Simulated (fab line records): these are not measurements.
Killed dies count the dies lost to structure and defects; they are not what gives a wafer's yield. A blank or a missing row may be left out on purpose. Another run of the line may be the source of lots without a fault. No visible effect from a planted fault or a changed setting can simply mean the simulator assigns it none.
A struck lot beside a sound one :: flow ritCmos :: 43 steps out of a route of 202
Sound: wafers L732.2, L732.3, L732.6. Struck: wafers L736.1, L736.4, L736.5. The cause is given at the end.
Order at every step that has rows: each side's tool, ch and its chambers, its first start. Under that, the readings that differ: sound wafers :: struck wafers :: difference of the means :: sigmas: that difference in standard deviations of wafers without a fault.
alike: words and numbers the same on both sides, and readings whose means are apart by under 2 such deviations; not compared: readings that were withheld, readings missing a value for some wafer, numbers with overlapping values and no deviation given by the record, and bounds like >300 which may hide the same value.
The two part at a step that has a row with sigmas, a row that says differs or no value, or rows on one side only. Non-overlapping numbers with no deviation appear without sigmas and do not part them. A reading missing from all wafers of one side parts the sides only when that side holds two or more wafers.

RIT_PRETRO_OVL_MEAS_06:
  sound on overlay-02, day 2 18:32; struck on overlay-01, day 3 12:29
  alike: PRETRO_OVL
then, 2 steps without rows for these wafers: RIT_PRETRO_HARDBAKE_07 (time 120 s); RIT_PRETRO_IMPLANT_08.
RIT_PRETRO_STRIP_09: strips in O2, time 180 s.
  sound on plasmaAsher-02 ch 0,1, day 2 18:58; struck on plasmaAsher-04 ch 0,1, day 3 12:56
  alike: drypumpMotorCurrentA
  not compared: rfHoursCounterH
RIT_PRETRO_TW_MEAS_10:
  sound on filmMetro-04, day 2 19:10; struck on filmMetro-01, day 3 13:06
  alike: PRETRO_TW
then, 5 steps without rows for these wafers: RIT_GATE_WET_ETCH_00 (etches SiO2 in BOE, target depth 56 nm, time 60 s); RIT_GATE_CLEAN_01 (cleans in SC1, time 600 s); RIT_GATE_CLEAN_02 (cleans in dHF, time 30 s); RIT_GATE_CLEAN_03 (cleans in SC2, time 600 s); RIT_GATE_CLEAN_04 (cleans in dHF, time 60 s).
RIT_FOX2_THK_MEAS_91:
  sound on filmMetro-03, day 2 19:40; struck on filmMetro-03, day 3 13:37
  alike: FIELD_OXIDE_LEFT_2_THK
then, 1 step without rows for these wafers: RIT_GATE_OXIDATION_05 (target thk 3 nm, ox time 270 s).
RIT_GATE_ANNEAL_06: time 600 s.
  sound on furnace-02 ch 0, day 2 20:47; struck on furnace-03 ch 0, day 3 15:08
  alike: spikeTcSourceC
RIT_GATE_THK_MEAS_07:
  sound on filmMetro-03, day 2 21:02; struck on filmMetro-01, day 3 15:23
  alike: GATE_OXIDE_THK
then, 1 step without rows for these wafers: RIT_GATE_CVD_08 (deposits poly-Si from SiH4, target thk 250 nm, time 2220 s).
RIT_GATE_THK_MEAS_09:
  sound on filmMetro-01, day 2 22:43; struck on filmMetro-01, day 3 17:04
  alike: GATE_POLY_THK
then, 6 steps without rows for these wafers: RIT_GATE_HMDS_10 (prime time 60 s); RIT_GATE_COAT_11 (resist thk 850 nm); RIT_GATE_SOFTBAKE_12 (time 60 s); RIT_GATE_EXPOSE_13 (exposes mask M6, target cd 150 nm); RIT_GATE_PEB_14; RIT_GATE_DEVELOP_15 (develop time 50 s).
RIT_GATE_CD_MEAS_16 targets a cd of 150 nm.
  sound on cdSem-02, day 2 23:58; struck on cdSem-01, day 3 18:16
  alike: cdNm
RIT_GATE_OVL_MEAS_17:
  sound on overlay-02, day 3 00:05; struck on overlay-02, day 3 18:23
  alike: GATE_OVL
then, 1 step without rows for these wafers: RIT_GATE_HARDBAKE_18 (time 60 s).
RIT_GATE_ETCH_19: etches poly-Si in SF6/CHF3/O2, stops on SiO2, time 165 s, target depth 312.5 nm.
  sound on rieSi-01 ch 1,2, day 3 00:16; struck on rieSi-01 ch 1,3, day 3 18:35
  alike: SF6_flow_sccm, drypumpMotorCurrentA, oesProductAu, throttleValvePct
  not compared: rfHoursCounterH
RIT_GATE_STRIP_20: strips in O2, time 180 s.
  sound on plasmaAsher-03 ch 0,1, day 3 00:22; struck on plasmaAsher-03 ch 1, day 3 18:41
  alike: drypumpMotorCurrentA
  not compared: rfHoursCounterH
RIT_GATE_CD_MEAS_90 targets a cd of 150 nm.
  sound on cdSem-01, day 3 00:34; struck on cdSem-01, day 3 18:52
  alike: cdNm
then, 4 steps without rows for these wafers: RIT_REOX_CLEAN_00 (cleans in SC1, time 600 s); RIT_REOX_CLEAN_01 (cleans in dHF, time 30 s); RIT_REOX_CLEAN_02 (cleans in SC2, time 600 s); RIT_REOX_OXIDATION_03 (target thk 25.2 nm, ox time 5580 s).
RIT_REOX_THK_MEAS_04:
  sound on filmMetro-02, day 3 03:35; struck on filmMetro-02, day 3 21:56
  alike: REOX_OXIDE_THK
then, 6 steps without rows for these wafers: RIT_NLDD_HMDS_00 (prime time 60 s); RIT_NLDD_COAT_01 (resist thk 1000 nm); RIT_NLDD_SOFTBAKE_02 (time 60 s); RIT_NLDD_EXPOSE_03 (exposes mask M7, target cd 40700 nm); RIT_NLDD_PEB_04; RIT_NLDD_DEVELOP_05 (develop time 50 s).
RIT_NLDD_OVL_MEAS_06:
  sound on overlay-01, day 3 04:37; struck on overlay-01, day 3 22:58
  alike: NLDD_OVL
then, 2 steps without rows for these wafers: RIT_NLDD_HARDBAKE_07 (time 60 s); RIT_NLDD_IMPLANT_08.
RIT_M1_PROBE_99:
  sound on prober-02, day 3 20:19; struck on prober-02, day 4 14:51
reading: model.etest.diodeNwellSub.leakLog10ACm2
sound: -7.36 -7.858 -7.44
struck: -6.382 -6.49 -6.109
difference: +1.226
sigmas: 

reading: model.etest.pmos_0p15.gateBvV (V)
sound: 4.813 4.777 4.777
struck: 4.237 4.202 4.168
difference: -0.587
sigmas: 

reading: model.etest.nmos_0p15.gateBvV (V)
sound: 4.925 4.902 4.908
struck: 4.301 4.329 4.299
difference: -0.602
sigmas: 

reading: model.etest.pmos_0p15.bvV (V)
sound: 5.765 5.724 5.716
struck: 5.305 5.28 5.242
difference: -0.459
sigmas: 

reading: model.etest.pmos_0p3.bvV (V)
sound: 5.762 5.722 5.715
struck: 5.305 5.279 5.242
difference: -0.458
sigmas: 

reading: model.etest.nmos_0p3.bvV (V)
sound: 5.534 5.535 5.54
struck: 5.196 5.229 5.217
difference: -0.322
sigmas: 

reading: model.etest.nmos_0p15.bvV (V)
sound: 5.534 5.535 5.54
struck: 5.196 5.229 5.217
difference: -0.322
sigmas: 

reading: model.etest.diodePplusNwell.leakLog10ACm2
sound: -6.067 -6.205 -6.013
struck: -5.718 -5.823 -5.946
difference: +0.266
sigmas: 
  alike: killedAtContacts, killedAtFrontEnd, killedDies, killedOpen, killedShort

== WHERE THEY PART ==
Nowhere in this record.

WHY: the cause the simulator had injected
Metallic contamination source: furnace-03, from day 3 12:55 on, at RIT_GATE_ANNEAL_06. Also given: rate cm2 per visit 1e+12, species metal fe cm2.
